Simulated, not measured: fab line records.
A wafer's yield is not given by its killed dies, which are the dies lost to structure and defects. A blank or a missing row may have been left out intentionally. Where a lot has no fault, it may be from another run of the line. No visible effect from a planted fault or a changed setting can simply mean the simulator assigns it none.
fab line records + flow berkeleyCmos170
record
- lots=13
- wafers=39
- lastDay=12
route steps=331 shown PWELL@40 ACTIVE@75 M3@311
lots with no fault: from the same line, run without faults
startH: hours from the record's opening day to when the first of the lot's shown wafers began + waitH: time in hours since the lot's previous step + " same as the row above + L1.1+2: several wafers, shown together as one row + - no value present, or no start provided + * or withheld: withheld + < > ~ a bound
route shown NAME@n: names a module that has steps shown in the file, with the first one's number in the route + usual: mean and standard deviation over wafers with no fault + same: alike in all rows + chamber/n: place in a boat + sites: per-site readings + _std_site: the values' standard deviation + _edge_site: outer sites' mean less inner sites' + radiusMm: how far each site lies from the wafer's centre + mask NAME#n: copy n + behind: the last tool/chamber to shape the wafer + hold: cause of the lot's hold/its duration in hours/its outcome + device: the transistor (n, p or np) that didn't switch + end of line: tests run on the same wafers once the route is complete + step lacking rows: just its recipe + killed: the dies lost at the first sort to structure and to defects; this is not the yield of the wafer + map: per-die view of a wafer (x killed, . not killed, _ where there is no die)
set.NAME: the setting that was run; set.NAME@STEP: the one run at that earlier step + model.NAME: the simulator's own value behind a step, which no gauge read
route steps across a sampled set of lots; one table per step, one row per wafer
services: when a tool's chamber went out of use (startH, in hours from the record's first day, below 0 if earlier), for how many hours, and the reason
## steps
# step UCB170_PWELL_THK_MEAS_06
# recipe
- reads=Si3N4_of_PWELL_CVD_05
# usual
- PWELL_NITRIDE_THK=219.1/2
| lot.wafer | tool         | chamber | startH | waitH | PWELL_NITRIDE_THK[nm] |
|-----------|--------------|---------|--------|-------|-----------------------|
| L550.1    | filmMetro-02 | -       | 53.40  | 0.0   | 222.9                 |
| L550.2    | "            | -       | "      | "     | 221.1                 |
| L550.4    | "            | -       | "      | "     | 221.6                 |
| L551.1    | filmMetro-02 | -       | 57.34  | 0.0   | 219.7                 |
| L551.3    | "            | -       | "      | "     | 220.7                 |
| L551.4    | "            | -       | "      | "     | 219.5                 |
| L552.4    | filmMetro-04 | -       | 60.84  | 0.0   | 219.6                 |
| L552.5    | "            | -       | "      | "     | 219.6                 |
| L552.6    | "            | -       | "      | "     | 218.6                 |
| L553.1    | filmMetro-01 | -       | 64.51  | 0.0   | 220.1                 |
| L553.4    | "            | -       | "      | "     | 220.4                 |
| L553.5    | "            | -       | "      | "     | 220.4                 |
| L555.1    | filmMetro-02 | -       | 78.42  | 0.0   | 221.8                 |
| L555.3    | "            | -       | "      | "     | 220.0                 |
| L555.6    | "            | -       | "      | "     | 221.3                 |
| L560.3    | filmMetro-02 | -       | 113.50 | 0.0   | 219.1                 |
| L560.4    | "            | -       | "      | "     | 219.3                 |
| L560.6    | "            | -       | "      | "     | 218.9                 |
| L562.1    | filmMetro-01 | -       | 120.14 | 0.0   | 219.7                 |
| L562.4    | "            | -       | "      | "     | 223.3                 |
| L562.6    | "            | -       | "      | "     | 219.8                 |
| L565.3    | filmMetro-01 | -       | 135.17 | 0.0   | 219.4                 |
| L565.4    | "            | -       | "      | "     | 219.0                 |
| L565.5    | "            | -       | "      | "     | 218.4                 |
| L567.3    | filmMetro-04 | -       | 142.45 | 0.0   | 217.4                 |
| L567.4    | "            | -       | "      | "     | 218.7                 |
| L567.5    | "            | -       | "      | "     | 218.6                 |
| L569.3    | filmMetro-04 | -       | 151.07 | 0.0   | 220.4                 |
| L569.5    | "            | -       | "      | "     | 220.9                 |
| L569.6    | "            | -       | "      | "     | 221.7                 |
| L570.3    | filmMetro-02 | -       | 151.07 | 0.0   | 219.7                 |
| L570.5    | "            | -       | "      | "     | 219.7                 |
| L570.6    | "            | -       | "      | "     | 220.1                 |
| L572.1    | filmMetro-01 | -       | 162.60 | 0.0   | 217.9                 |
| L572.3    | "            | -       | "      | "     | 217.2                 |
| L572.6    | "            | -       | "      | "     | 217.3                 |
| L571.2    | filmMetro-02 | -       | 162.61 | 0.0   | 217.0                 |
| L571.3    | "            | -       | "      | "     | 216.9                 |
| L571.5    | "            | -       | "      | "     | 218.2                 |
# step UCB170_ACTIVE_ETCH_15
# recipe
- chemistry=CH3F/Ar/O2
- target=Si3N4
- stopOn=SiO2
- CH3F_flow_sccm=20
- Ar_flow_sccm=50
- O2_flow_sccm=7
- pressureMtorr=50
- rfW=450
- targetDepthA=2420
- overEtchFrac=0.1
- timeS=151
# usual
- drypumpMotorCurrentA=5.9/0.46
- mfcArSccm=49.99/0.15
- oesProductAu=0.942/0.015
- throttleValvePct=8.11/0.081
| lot.wafer | tool       | chamber | startH | waitH | drypumpMotorCurrentA | mfcArSccm | oesProductAu | rfHoursCounterH | throttleValvePct |
|-----------|------------|---------|--------|-------|----------------------|-----------|--------------|-----------------|------------------|
| L550.1    | rieDiel-04 | 2       | 83.99  | 0.0   | 6.5                  | 50.06     | 0.943        | 133             | 8.06             |
| L550.2    | "          | 3       | "      | "     | 6.0                  | 50.00     | 0.921        | 102             | 8.17             |
| L550.4    | "          | 1       | "      | "     | 5.6                  | 50.12     | 0.939        | 58              | 8.28             |
| L551.1    | rieDiel-01 | 3       | 95.64  | 0.0   | 5.4                  | 50.21     | 0.937        | 34              | 8.01             |
| L551.3    | "          | 2       | "      | "     | 5.9                  | 49.88     | 0.938        | 74              | 8.11             |
| L551.4    | "          | 0       | "      | "     | 6.2                  | 49.77     | 0.965        | 150             | 8.04             |
| L552.4    | rieDiel-04 | 3       | 95.64  | 0.0   | 6.0                  | 50.28     | 0.932        | 103             | 8.20             |
| L552.5    | "          | 0       | "      | "     | 6.2                  | 49.79     | 0.940        | -               | 8.12             |
| L552.6    | "          | 3       | "      | "     | 6.0                  | 50.14     | 0.926        | -               | 8.18             |
| L553.1    | rieDiel-04 | 2       | 95.92  | 0.0   | 6.5                  | 49.97     | 0.939        | 134             | 8.07             |
| L553.4    | "          | 3       | "      | "     | 6.0                  | 50.02     | 0.930        | 103             | 8.18             |
| L553.5    | "          | 3       | "      | "     | 6.0                  | 50.13     | 0.934        | -               | 8.18             |
| L555.1    | rieDiel-01 | 0       | 116.06 | 0.0   | 6.2                  | 49.97     | 0.971        | 150             | 8.02             |
| L555.3    | "          | 1       | "      | "     | 6.1                  | 50.34     | 0.979        | 34              | 8.16             |
| L555.6    | "          | 0       | "      | "     | 6.2                  | 50.00     | 0.966        | -               | 8.03             |
| L560.3    | rieDiel-03 | 1       | 146.46 | 0.0   | 4.7                  | 50.02     | 0.925        | 123             | 8.19             |
| L560.4    | "          | 2       | "      | "     | 5.7                  | 50.20     | 0.952        | 113             | 8.10             |
| L560.6    | "          | 1       | "      | "     | 4.7                  | 50.01     | 0.944        | -               | 8.19             |
| L562.1    | rieDiel-03 | 1       | 152.24 | 0.0   | 4.7                  | 50.01     | 0.928        | 123             | 8.17             |
| L562.4    | "          | 0       | "      | "     | 5.5                  | 49.98     | 0.953        | 140             | 8.01             |
| L562.6    | "          | 2       | "      | "     | 5.7                  | 49.93     | 0.942        | -               | 8.10             |
| L565.3    | rieDiel-03 | 2       | 167.02 | 0.0   | 5.6                  | 49.81     | 0.946        | 113             | 8.10             |
| L565.4    | "          | 3       | "      | "     | 6.2                  | 49.83     | 0.943        | 18              | 7.98             |
| L565.5    | "          | 2       | "      | "     | 5.7                  | 49.98     | 0.947        | -               | 8.10             |
| L567.3    | rieDiel-01 | 2       | 170.07 | 0.0   | 5.9                  | 50.27     | 0.943        | 76              | 8.12             |
| L567.4    | "          | 3       | "      | "     | 5.4                  | 50.00     | 0.946        | 36              | 8.02             |
| L567.5    | "          | 2       | "      | "     | 5.9                  | 49.96     | 0.940        | -               | 8.13             |
| L570.3    | rieDiel-01 | 1       | 180.15 | 0.0   | 6.1                  | 50.00     | 0.965        | 36              | 8.17             |
| L570.5    | "          | 3       | "      | "     | 5.4                  | 49.81     | 0.930        | -               | 8.02             |
| L570.6    | "          | 2       | "      | "     | 5.9                  | 49.67     | 0.927        | -               | 8.12             |
| L569.3    | rieDiel-04 | 0       | 180.54 | 0.0   | 6.2                  | 49.81     | 0.944        | 51              | 8.09             |
| L569.5    | "          | 2       | "      | "     | 6.5                  | 49.98     | 0.958        | -               | 8.07             |
| L569.6    | "          | 3       | "      | "     | 6.1                  | 50.21     | 0.943        | -               | 8.19             |
| L571.2    | rieDiel-01 | 3       | 197.94 | 0.0   | 5.4                  | 50.12     | 0.924        | 39              | 8.02             |
| L571.3    | "          | 0       | "      | "     | 6.2                  | 49.77     | 0.936        | 0               | 8.03             |
| L571.5    | "          | 2       | "      | "     | 5.9                  | 50.02     | 0.913        | -               | 8.11             |
| L572.1    | rieDiel-03 | 2       | 198.24 | 0.0   | 5.7                  | 49.82     | 0.933        | 115             | 8.09             |
| L572.3    | "          | 0       | "      | "     | 5.5                  | 49.92     | 0.954        | 143             | 8.02             |
| L572.6    | "          | 1       | "      | "     | 4.7                  | 50.18     | 0.922        | -               | 8.18             |
# step UCB170_ACTIVE_STRIP_16
# recipe
- chemistry=O2
- powerW=400
- pressureMtorr=3500
- platenTempC=withheld
- o2FlowSccm=400
- overashFraction=0.5
# usual
- drypumpMotorCurrentA=5.9/0.44
- oesProductAu=0.721/0.0043
- stripTimeToEndpointS=18.10/0.077
| lot.wafer | tool           | chamber | startH | waitH | drypumpMotorCurrentA | oesProductAu | rfHoursCounterH | stripTimeToEndpointS |
|-----------|----------------|---------|--------|-------|----------------------|--------------|-----------------|----------------------|
| L550.1    | plasmaAsher-03 | 0       | 84.09  | 0.1   | 6.1                  | 0.724        | 32              | 18.10                |
| L550.2    | "              | 1       | "      | "     | 5.7                  | 0.724        | 32              | 18.07                |
| L550.4    | "              | 0       | "      | "     | 6.1                  | 0.719        | -               | 18.14                |
| L551.1    | plasmaAsher-03 | 1       | 95.74  | 0.1   | 5.7                  | 0.717        | 33              | 18.20                |
| L551.3    | "              | 1       | "      | "     | 5.7                  | 0.726        | -               | 18.17                |
| L551.4    | "              | 0       | "      | "     | 6.0                  | 0.722        | -               | 18.28                |
| L552.4    | plasmaAsher-02 | 1       | 95.78  | 0.1   | 6.3                  | 0.714        | -               | 18.23                |
| L552.5    | "              | 0       | "      | "     | 5.2                  | 0.720        | -               | 18.14                |
| L552.6    | "              | 1       | "      | "     | 6.3                  | 0.722        | -               | 18.15                |
| L553.1    | plasmaAsher-04 | 1       | 96.02  | 0.1   | 5.9                  | 0.716        | 37              | 18.09                |
| L553.4    | "              | 1       | "      | "     | 5.9                  | 0.718        | -               | 16.28                |
| L553.5    | "              | 0       | "      | "     | 6.6                  | 0.723        | -               | 16.40                |
| L555.1    | plasmaAsher-04 | 0       | 116.16 | 0.1   | 6.6                  | 0.724        | 40              | 18.30                |
| L555.3    | "              | 1       | "      | "     | 5.9                  | 0.732        | -               | 18.20                |
| L555.6    | "              | 0       | "      | "     | 6.6                  | 0.723        | -               | 18.29                |
| L560.3    | plasmaAsher-02 | 0       | 146.59 | 0.1   | 5.2                  | 0.723        | -               | 18.05                |
| L560.4    | "              | 1       | "      | "     | 6.3                  | 0.715        | -               | 18.06                |
| L560.6    | "              | 1       | "      | "     | 6.3                  | 0.726        | -               | 18.05                |
| L562.1    | plasmaAsher-02 | 0       | 152.34 | 0.1   | 5.2                  | 0.723        | 3               | 18.06                |
| L562.4    | "              | 1       | "      | "     | 6.3                  | 0.719        | -               | 17.95                |
| L562.6    | "              | 1       | "      | "     | 6.3                  | 0.723        | -               | 18.08                |
| L565.3    | plasmaAsher-03 | 1       | 167.15 | 0.1   | 5.7                  | 0.715        | -               | 18.09                |
| L565.4    | "              | 0       | "      | "     | 6.0                  | 0.724        | -               | 18.22                |
| L565.5    | "              | 1       | "      | "     | 5.7                  | 0.719        | -               | 18.17                |
| L567.3    | plasmaAsher-03 | 1       | 170.20 | 0.1   | 5.7                  | 0.723        | -               | 18.04                |
| L567.4    | "              | 0       | "      | "     | 6.1                  | 0.714        | -               | 18.19                |
| L567.5    | "              | 0       | "      | "     | 6.1                  | 0.719        | -               | 18.08                |
| L570.3    | plasmaAsher-04 | 1       | 180.28 | 0.1   | 5.9                  | 0.711        | -               | 18.14                |
| L570.5    | "              | 1       | "      | "     | 5.9                  | 0.722        | -               | 18.14                |
| L570.6    | "              | 0       | "      | "     | 6.6                  | 0.715        | -               | 18.01                |
| L569.3    | plasmaAsher-02 | 1       | 180.67 | 0.1   | 6.3                  | 0.728        | -               | 18.07                |
| L569.5    | "              | 1       | "      | "     | 6.2                  | 0.720        | -               | 18.08                |
| L569.6    | "              | 0       | "      | "     | 5.2                  | 0.722        | -               | 18.08                |
| L571.2    | plasmaAsher-02 | 1       | 198.04 | 0.1   | 6.3                  | 0.720        | 9               | 18.16                |
| L571.3    | "              | 1       | "      | "     | 6.3                  | 0.716        | -               | 18.15                |
| L571.5    | "              | 1       | "      | "     | 6.3                  | 0.723        | -               | 18.10                |
| L572.1    | plasmaAsher-04 | 0       | 198.34 | 0.1   | 6.6                  | 0.720        | 49              | 18.07                |
| L572.3    | "              | 0       | "      | "     | 6.6                  | 0.727        | -               | 17.96                |
| L572.6    | "              | 0       | "      | "     | 6.6                  | 0.724        | -               | 18.07                |
# step UCB170_M3_RS_MEAS_02
# recipe
- thkMeasGauge=four-point-probe
- reads=Al_of_M3_SPUTTER_01
# usual
- M3_AL_RS=0.0322/0.0003
| lot.wafer | tool         | chamber | startH | waitH | M3_AL_RS[ohm/sq] |
|-----------|--------------|---------|--------|-------|------------------|
| L550.1    | filmMetro-04 | -       | 179.45 | 0.0   | 0.0327           |
| L550.2    | "            | -       | "      | "     | 0.0328           |
| L550.4    | "            | -       | "      | "     | 0.0328           |
| L552.4    | filmMetro-03 | -       | 191.11 | 0.1   | 0.0327           |
| L552.5    | "            | -       | "      | "     | 0.0323           |
| L552.6    | "            | -       | "      | "     | 0.0320           |
| L553.1    | filmMetro-04 | -       | 191.30 | 0.0   | 0.0319           |
| L553.4    | "            | -       | "      | "     | 0.0323           |
| L553.5    | "            | -       | "      | "     | 0.0320           |
| L551.1    | filmMetro-03 | -       | 191.50 | 0.0   | 0.0324           |
| L551.3    | "            | -       | "      | "     | 0.0327           |
| L551.4    | "            | -       | "      | "     | 0.0325           |
| L555.1    | filmMetro-04 | -       | 200.54 | 0.0   | 0.0316           |
| L555.3    | "            | -       | "      | "     | 0.0319           |
| L555.6    | "            | -       | "      | "     | 0.0320           |
| L560.3    | filmMetro-01 | -       | 223.34 | 0.1   | 0.0322           |
| L560.4    | "            | -       | "      | "     | 0.0323           |
| L560.6    | "            | -       | "      | "     | 0.0320           |
| L562.1    | filmMetro-01 | -       | 239.56 | 0.0   | 0.0321           |
| L562.4    | "            | -       | "      | "     | 0.0325           |
| L562.6    | "            | -       | "      | "     | 0.0321           |
| L567.3    | filmMetro-01 | -       | 261.70 | 0.1   | 0.0321           |
| L567.4    | "            | -       | "      | "     | 0.0318           |
| L567.5    | "            | -       | "      | "     | 0.0322           |
| L565.3    | filmMetro-03 | -       | 261.74 | 0.1   | 0.0321           |
| L565.4    | "            | -       | "      | "     | 0.0320           |
| L565.5    | "            | -       | "      | "     | 0.0320           |
| L570.3    | filmMetro-04 | -       | 279.94 | 0.1   | 0.0318           |
| L570.5    | "            | -       | "      | "     | 0.0318           |
| L570.6    | "            | -       | "      | "     | 0.0318           |
| L569.3    | filmMetro-01 | -       | 281.06 | 0.1   | 0.0326           |
| L569.5    | "            | -       | "      | "     | 0.0321           |
| L569.6    | "            | -       | "      | "     | 0.0321           |
| L572.1    | filmMetro-03 | -       | 291.74 | 0.0   | 0.0317           |
| L572.3    | "            | -       | "      | "     | 0.0321           |
| L572.6    | "            | -       | "      | "     | 0.0318           |
| L571.2    | filmMetro-04 | -       | 292.49 | 0.1   | 0.0320           |
| L571.3    | "            | -       | "      | "     | 0.0318           |
| L571.5    | "            | -       | "      | "     | 0.0320           |
# step UCB170_M3_CD_MEAS_90
# recipe
- targetCdNm=700
# usual
- cdNm=701.4/2.5
| lot.wafer | tool     | chamber | startH | waitH | cdNm  |
|-----------|----------|---------|--------|-------|-------|
| L550.1    | cdSem-01 | -       | 181.94 | 0.1   | 696.1 |
| L550.2    | "        | -       | "      | "     | 700.3 |
| L550.4    | "        | -       | "      | "     | 697.5 |
| L552.4    | cdSem-01 | -       | 193.74 | 0.1   | 701.2 |
| L552.5    | "        | -       | "      | "     | 702.7 |
| L552.6    | "        | -       | "      | "     | 698.5 |
| L553.1    | cdSem-02 | -       | 193.79 | 0.1   | 702.8 |
| L553.4    | "        | -       | "      | "     | 701.1 |
| L553.5    | "        | -       | "      | "     | 702.8 |
| L551.1    | cdSem-02 | -       | 194.54 | 0.1   | 700.2 |
| L551.3    | "        | -       | "      | "     | 699.9 |
| L551.4    | "        | -       | "      | "     | 702.7 |
| L555.1    | cdSem-01 | -       | 202.80 | 0.1   | 700.0 |
| L555.3    | "        | -       | "      | "     | 703.5 |
| L555.6    | "        | -       | "      | "     | 698.9 |
| L560.3    | cdSem-01 | -       | 226.25 | 0.1   | 703.8 |
| L560.4    | "        | -       | "      | "     | 704.2 |
| L560.6    | "        | -       | "      | "     | 701.6 |
| L562.1    | cdSem-01 | -       | 242.42 | 0.1   | 703.1 |
| L562.4    | "        | -       | "      | "     | 697.9 |
| L562.6    | "        | -       | "      | "     | 698.1 |
| L567.3    | cdSem-02 | -       | 266.07 | 0.1   | 699.0 |
| L567.4    | "        | -       | "      | "     | 697.7 |
| L567.5    | "        | -       | "      | "     | 697.8 |
| L565.3    | cdSem-01 | -       | 266.37 | 0.1   | 699.3 |
| L565.4    | "        | -       | "      | "     | 700.1 |
| L565.5    | "        | -       | "      | "     | 700.0 |
| L570.3    | cdSem-02 | -       | 282.44 | 0.1   | 700.5 |
| L570.5    | "        | -       | "      | "     | 698.9 |
| L570.6    | "        | -       | "      | "     | 701.1 |
| L569.3    | cdSem-01 | -       | 283.64 | 0.1   | 701.1 |
| L569.5    | "        | -       | "      | "     | 701.2 |
| L569.6    | "        | -       | "      | "     | 703.4 |
| L572.1    | cdSem-02 | -       | 294.22 | 0.1   | 702.3 |
| L572.3    | "        | -       | "      | "     | 704.2 |
| L572.6    | "        | -       | "      | "     | 701.8 |
| L571.2    | cdSem-02 | -       | 295.64 | 0.1   | 702.0 |
| L571.3    | "        | -       | "      | "     | 700.7 |
| L571.5    | "        | -       | "      | "     | 702.3 |
## services
| tool           | chamber | startH | hours | kind          |
|----------------|---------|--------|-------|---------------|
| rieDiel-01     | 3       | 76.36  | 9.3   | repair        |
| rieDiel-01     | 1       | 77.52  | 5.9   | repair        |
| plasmaAsher-02 | -       | 108.75 | 9.0   | pm            |
| plasmaAsher-02 | 0       | 108.75 | 9.0   | ventCycle     |
| plasmaAsher-02 | 1       | 108.75 | 9.0   | ventCycle     |
| plasmaAsher-02 | 0       | 117.75 | -     | clean         |
| plasmaAsher-02 | 1       | 117.75 | -     | clean         |
| rieDiel-03     | 0       | 130.88 | 4.4   | repair        |
| plasmaAsher-03 | -       | 162.56 | 2.8   | pm            |
| rieDiel-01     | 0       | 171.49 | -     | clean         |
| rieDiel-01     | 0       | 171.49 | 24.8  | scheduledDown |
| rieDiel-01     | 0       | 171.49 | 24.8  | ventCycle     |
| rieDiel-01     | 1       | 181.77 | 15.1  | repair        |
## key
firstSign
- step=UCB170_ACTIVE_STRIP_16
- reading=stripTimeToEndpointS
- direction=down
- sigmas=23
- usual=*
- struck=*
effect none on later readings
metAt UCB170_ACTIVE_ETCH_15
struckLots L553
struckWafers L553.4,L553.5
testerLeftOut L553
notActingAt UCB170_PWELL_THK_MEAS_06,UCB170_M3_RS_MEAS_02,UCB170_M3_CD_MEAS_90
onsetBetween 95.64 95.92
fault
- kind=processParameterDrift
- tool=rieDiel-04
- chamber=3
- onsetH=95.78
- steps=UCB170_ACTIVE_ETCH_15
- channel=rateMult
- offset=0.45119
- shape=step
- endH=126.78
# testerLeftOut: of these lots the tester's yield and bins aren't shown, on N5 and GAA mostly nor the transistor test; their killed dies are dies lost to structure and defects alone, not to doping, threshold or leakage, so they don't give the yield
